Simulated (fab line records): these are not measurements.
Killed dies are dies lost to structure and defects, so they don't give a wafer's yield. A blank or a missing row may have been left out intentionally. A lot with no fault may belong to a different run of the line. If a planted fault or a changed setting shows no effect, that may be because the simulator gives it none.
The tool behind it: which one? || flow berkeleyCmos170 || 45 wafers from 15 lots sampled at 3 of the route's 331 steps

## WHAT THE GAUGES SHOWED, per wafer
UCB170_SDANNEAL_RS_MEAS_03: uses a four-point probe to measure. Usual: NSD_RS typically reads 37.27 ohm/sq, with standard deviation 0.073.
{"lot": "L230", "measured": "day 7 03:02", "on": "filmMetro-03", "NSD_RS (ohm/sq)": "37.34 37.38 37.45", "flag": ""}
{"lot": "L228", "measured": "day 7 03:41", "on": "filmMetro-03", "NSD_RS (ohm/sq)": "37.43 37.33 37.26", "flag": ""}
{"lot": "L232", "measured": "day 8 05:47", "on": "filmMetro-03", "NSD_RS (ohm/sq)": "37.46 37.36 37.41", "flag": ""}
{"lot": "L233", "measured": "day 8 05:47", "on": "filmMetro-04", "NSD_RS (ohm/sq)": "37.31 37.27 37.20", "flag": ""}
{"lot": "L234", "measured": "day 8 17:35", "on": "filmMetro-04", "NSD_RS (ohm/sq)": "37.30 37.26 37.29", "flag": ""}
{"lot": "L236", "measured": "day 8 17:53", "on": "filmMetro-02", "NSD_RS (ohm/sq)": "37.19 37.17 37.19", "flag": ""}
{"lot": "L235", "measured": "day 8 18:04", "on": "filmMetro-04", "NSD_RS (ohm/sq)": "37.34 37.22 37.31", "flag": ""}
{"lot": "L237", "measured": "day 9 19:45", "on": "filmMetro-02", "NSD_RS (ohm/sq)": "37.24 37.15 37.27", "flag": ""}
{"lot": "L239", "measured": "day 9 20:22", "on": "filmMetro-04", "NSD_RS (ohm/sq)": "37.34 37.21 37.27", "flag": ""}
{"lot": "L243", "measured": "day 9 20:44", "on": "filmMetro-02", "NSD_RS (ohm/sq)": "38.10 38.14 38.21", "flag": "OFF"}
{"lot": "L246", "measured": "day 10 08:26", "on": "filmMetro-03", "NSD_RS (ohm/sq)": "38.27 38.23 38.24", "flag": "OFF"}
{"lot": "L244", "measured": "day 10 08:35", "on": "filmMetro-02", "NSD_RS (ohm/sq)": "37.26 37.18 37.23", "flag": ""}
{"lot": "L245", "measured": "day 10 08:29", "on": "filmMetro-04", "NSD_RS (ohm/sq)": "38.09 38.10 38.12", "flag": "OFF"}
{"lot": "L248", "measured": "day 11 10:49", "on": "filmMetro-02", "NSD_RS (ohm/sq)": "37.29 37.23 37.18", "flag": ""}
{"lot": "L249", "measured": "day 11 10:58", "on": "filmMetro-03", "NSD_RS (ohm/sq)": "37.28 37.36 37.39", "flag": ""}

## TOOL THAT RAN EACH LOT (tool first, then ch and the chambers of the sampled wafers, then the start)
{"lot": "L230", "UCB170_NSD_IMPLANT_08": "implanter-04 ch 0, day 7 01:16", "UCB170_NSD_STRIP_09": "plasmaAsher-02 ch 1, day 7 01:23"}
{"lot": "L228", "UCB170_NSD_IMPLANT_08": "implanter-03 ch 0, day 7 02:14", "UCB170_NSD_STRIP_09": "plasmaAsher-02 ch 0, day 7 02:21"}
{"lot": "L232", "UCB170_NSD_IMPLANT_08": "implanter-04 ch 0, day 8 03:55", "UCB170_NSD_STRIP_09": "plasmaAsher-04 ch 0,1, day 8 04:04"}
{"lot": "L233", "UCB170_NSD_IMPLANT_08": "implanter-03 ch 0, day 8 04:07", "UCB170_NSD_STRIP_09": "plasmaAsher-02 ch 0,1, day 8 04:16"}
{"lot": "L234", "UCB170_NSD_IMPLANT_08": "implanter-03 ch 0, day 8 15:52", "UCB170_NSD_STRIP_09": "plasmaAsher-04 ch 0,1, day 8 16:01"}
{"lot": "L236", "UCB170_NSD_IMPLANT_08": "implanter-04 ch 0, day 8 16:02", "UCB170_NSD_STRIP_09": "plasmaAsher-02 ch 0, day 8 16:09"}
{"lot": "L235", "UCB170_NSD_IMPLANT_08": "implanter-02 ch 0, day 8 16:08", "UCB170_NSD_STRIP_09": "plasmaAsher-04 ch 0,1, day 8 16:17"}
{"lot": "L237", "UCB170_NSD_IMPLANT_08": "implanter-02 ch 0, day 9 17:54", "UCB170_NSD_STRIP_09": "plasmaAsher-02 ch 0,1, day 9 18:02"}
{"lot": "L239", "UCB170_NSD_IMPLANT_08": "implanter-03 ch 0, day 9 18:35", "UCB170_NSD_STRIP_09": "plasmaAsher-04 ch 0,1, day 9 18:44"}
{"lot": "L243", "UCB170_NSD_IMPLANT_08": "implanter-02 ch 0, day 9 19:02", "UCB170_NSD_STRIP_09": "plasmaAsher-01 ch 0,1, day 9 19:11"}
{"lot": "L246", "UCB170_NSD_IMPLANT_08": "implanter-02 ch 0, day 10 04:36", "UCB170_NSD_STRIP_09": "plasmaAsher-02 ch 0,1, day 10 04:45"}
{"lot": "L244", "UCB170_NSD_IMPLANT_08": "implanter-03 ch 0, day 10 04:54", "UCB170_NSD_STRIP_09": "plasmaAsher-04 ch 0,1, day 10 05:02"}
{"lot": "L245", "UCB170_NSD_IMPLANT_08": "implanter-02 ch 0, day 10 05:03", "UCB170_NSD_STRIP_09": "plasmaAsher-01 ch 0,1, day 10 05:11"}
{"lot": "L248", "UCB170_NSD_IMPLANT_08": "implanter-03 ch 0, day 11 09:18", "UCB170_NSD_STRIP_09": "plasmaAsher-01 ch 0,1, day 11 09:26"}
{"lot": "L249", "UCB170_NSD_IMPLANT_08": "implanter-04 ch 0, day 11 09:22", "UCB170_NSD_STRIP_09": "plasmaAsher-02 ch 0,1, day 11 09:31"}
- UCB170_NSD_IMPLANT_08
- UCB170_NSD_STRIP_09: strips in O2.

## WHAT THE TOOLS THEMSELVES READ (means of the sampled wafers that have a number; where no wafer has one, the mark that the record gives instead)
UCB170_NSD_IMPLANT_08. Usual: beamEnergyKeV 39.998, standard deviation 0.012; doseIonsCm2 3e+15, standard deviation 3.5e+12; faradayCurrentUA 9273, standard deviation 160.
{"lot": "L230", "tool": "implanter-04", "beamEnergyKeV": 39.995, "doseIonsCm2": 3e+15, "faradayCurrentUA": 9208, "flag": ""}
{"lot": "L228", "tool": "implanter-03", "beamEnergyKeV": 39.988, "doseIonsCm2": 3e+15, "faradayCurrentUA": 9193, "flag": ""}
{"lot": "L232", "tool": "implanter-04", "beamEnergyKeV": 39.991, "doseIonsCm2": 3e+15, "faradayCurrentUA": 9376, "flag": ""}
{"lot": "L233", "tool": "implanter-03", "beamEnergyKeV": 39.998, "doseIonsCm2": 3e+15, "faradayCurrentUA": 9344, "flag": ""}
{"lot": "L234", "tool": "implanter-03", "beamEnergyKeV": 39.992, "doseIonsCm2": 3e+15, "faradayCurrentUA": 9273, "flag": ""}
{"lot": "L236", "tool": "implanter-04", "beamEnergyKeV": 39.995, "doseIonsCm2": 3e+15, "faradayCurrentUA": 9197, "flag": ""}
{"lot": "L235", "tool": "implanter-02", "beamEnergyKeV": 39.998, "doseIonsCm2": 3e+15, "faradayCurrentUA": 9203, "flag": ""}
{"lot": "L237", "tool": "implanter-02", "beamEnergyKeV": 39.991, "doseIonsCm2": 3e+15, "faradayCurrentUA": 9324, "flag": ""}
{"lot": "L239", "tool": "implanter-03", "beamEnergyKeV": 40.016, "doseIonsCm2": 3e+15, "faradayCurrentUA": 9239, "flag": ""}
{"lot": "L243", "tool": "implanter-02", "beamEnergyKeV": 39.988, "doseIonsCm2": 3e+15, "faradayCurrentUA": 8805, "flag": ""}
{"lot": "L246", "tool": "implanter-02", "beamEnergyKeV": 39.998, "doseIonsCm2": 3e+15, "faradayCurrentUA": 8685, "flag": "OFF"}
{"lot": "L244", "tool": "implanter-03", "beamEnergyKeV": 40.010, "doseIonsCm2": 3e+15, "faradayCurrentUA": 9323, "flag": ""}
{"lot": "L245", "tool": "implanter-02", "beamEnergyKeV": 40.000, "doseIonsCm2": 3e+15, "faradayCurrentUA": 8747, "flag": "OFF"}
{"lot": "L248", "tool": "implanter-03", "beamEnergyKeV": 39.987, "doseIonsCm2": 3e+15, "faradayCurrentUA": 9198, "flag": ""}
{"lot": "L249", "tool": "implanter-04", "beamEnergyKeV": 40.009, "doseIonsCm2": 3e+15, "faradayCurrentUA": 9232, "flag": ""}

UCB170_NSD_STRIP_09. Usual: chamberPressureMTorr 3501 mTorr, standard deviation 5.2; drypumpMotorCurrentA 5.8 A, standard deviation 0.36; oesProductAu 0.534 a.u., standard deviation 0.0046; stripTimeToEndpointS 35.79 s, standard deviation 0.071.
{"lot": "L230", "tool": "plasmaAsher-02", "chamberPressureMTorr (mTorr)": 3501, "drypumpMotorCurrentA (A)": 6.2, "oesProductAu (a.u.)": 0.535, "stripTimeToEndpointS (s)": 35.76, "flag": ""}
{"lot": "L228", "tool": "plasmaAsher-02", "chamberPressureMTorr (mTorr)": 3501, "drypumpMotorCurrentA (A)": 5.5, "oesProductAu (a.u.)": 0.533, "stripTimeToEndpointS (s)": 35.75, "flag": ""}
{"lot": "L232", "tool": "plasmaAsher-04", "chamberPressureMTorr (mTorr)": 3505, "drypumpMotorCurrentA (A)": 5.5, "oesProductAu (a.u.)": 0.540, "stripTimeToEndpointS (s)": 35.76, "flag": ""}
{"lot": "L233", "tool": "plasmaAsher-02", "chamberPressureMTorr (mTorr)": 3503, "drypumpMotorCurrentA (A)": 5.7, "oesProductAu (a.u.)": 0.535, "stripTimeToEndpointS (s)": 35.78, "flag": ""}
{"lot": "L234", "tool": "plasmaAsher-04", "chamberPressureMTorr (mTorr)": 3501, "drypumpMotorCurrentA (A)": 5.9, "oesProductAu (a.u.)": 0.535, "stripTimeToEndpointS (s)": 35.79, "flag": ""}
{"lot": "L236", "tool": "plasmaAsher-02", "chamberPressureMTorr (mTorr)": 3499, "drypumpMotorCurrentA (A)": 5.5, "oesProductAu (a.u.)": 0.534, "stripTimeToEndpointS (s)": 35.86, "flag": ""}
{"lot": "L235", "tool": "plasmaAsher-04", "chamberPressureMTorr (mTorr)": 3502, "drypumpMotorCurrentA (A)": 5.5, "oesProductAu (a.u.)": 0.534, "stripTimeToEndpointS (s)": 35.73, "flag": ""}
{"lot": "L237", "tool": "plasmaAsher-02", "chamberPressureMTorr (mTorr)": 3502, "drypumpMotorCurrentA (A)": 5.7, "oesProductAu (a.u.)": 0.534, "stripTimeToEndpointS (s)": 35.83, "flag": ""}
{"lot": "L239", "tool": "plasmaAsher-04", "chamberPressureMTorr (mTorr)": 3500, "drypumpMotorCurrentA (A)": 5.6, "oesProductAu (a.u.)": 0.534, "stripTimeToEndpointS (s)": 35.80, "flag": ""}
{"lot": "L243", "tool": "plasmaAsher-01", "chamberPressureMTorr (mTorr)": 3500, "drypumpMotorCurrentA (A)": 5.8, "oesProductAu (a.u.)": 0.537, "stripTimeToEndpointS (s)": 35.25, "flag": "OFF"}
{"lot": "L246", "tool": "plasmaAsher-02", "chamberPressureMTorr (mTorr)": 3498, "drypumpMotorCurrentA (A)": 6.0, "oesProductAu (a.u.)": 0.544, "stripTimeToEndpointS (s)": 35.39, "flag": "OFF"}
{"lot": "L244", "tool": "plasmaAsher-04", "chamberPressureMTorr (mTorr)": 3502, "drypumpMotorCurrentA (A)": 5.6, "oesProductAu (a.u.)": 0.533, "stripTimeToEndpointS (s)": 35.84, "flag": ""}
{"lot": "L245", "tool": "plasmaAsher-01", "chamberPressureMTorr (mTorr)": 3498, "drypumpMotorCurrentA (A)": 5.7, "oesProductAu (a.u.)": 0.531, "stripTimeToEndpointS (s)": 35.26, "flag": "OFF"}
{"lot": "L248", "tool": "plasmaAsher-01", "chamberPressureMTorr (mTorr)": 3497, "drypumpMotorCurrentA (A)": 5.7, "oesProductAu (a.u.)": 0.534, "stripTimeToEndpointS (s)": 35.89, "flag": ""}
{"lot": "L249", "tool": "plasmaAsher-02", "chamberPressureMTorr (mTorr)": 3501, "drypumpMotorCurrentA (A)": 5.7, "oesProductAu (a.u.)": 0.536, "stripTimeToEndpointS (s)": 35.71, "flag": ""}

## THE ANSWER, worked out from the rows above alone
Rule: a lot is off if the mean of its wafers that have a number lies more than 3 standard deviations from the usual mean. Also off: a lot with no number at a reading for which 4 or more lots have one. The other lots that the step has rows for count as sound. The gauges are gone through in route order, then the tools' own readings, and for those a lot's mean is taken as printed above. The first step at which some lot is off is used, and at that step the reading that is off furthest; a lot without a number counts as furthest.
Off: at UCB170_SDANNEAL_RS_MEAS_03 (NSD_RS), L243, L246, L245.
If a tool, at a process step before that reading, ran all the lots that are off and no sound lot after the first of them, it fits. Not tried: the gauges at UCB170_SDANNEAL_RS_MEAS_03; whatever is off there is also off at UCB170_NSD_STRIP_09, on other tools, and gauge error can't account for it. One candidate fits, namely implanter-02 at UCB170_NSD_IMPLANT_08. Its last sound lot is L237 (day 9 17:54), its first lot that is off L243 (day 9 19:02): a fault that began between those two fits.
The tool's own readings at UCB170_NSD_IMPLANT_08 bear it out: on the lots that are off they differ by more than 5 times the standard deviation of the sound lots' means. faradayCurrentUA reads 8746 there against 9259 on the sound lots.

## WHAT WAS PUT IN BY THE SIMULATOR
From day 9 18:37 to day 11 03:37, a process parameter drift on implanter-02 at UCB170_NSD_IMPLANT_08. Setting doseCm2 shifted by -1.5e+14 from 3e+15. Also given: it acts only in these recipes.
Lots struck among those shown: L243, L246, L245. The same result came from the rule above.
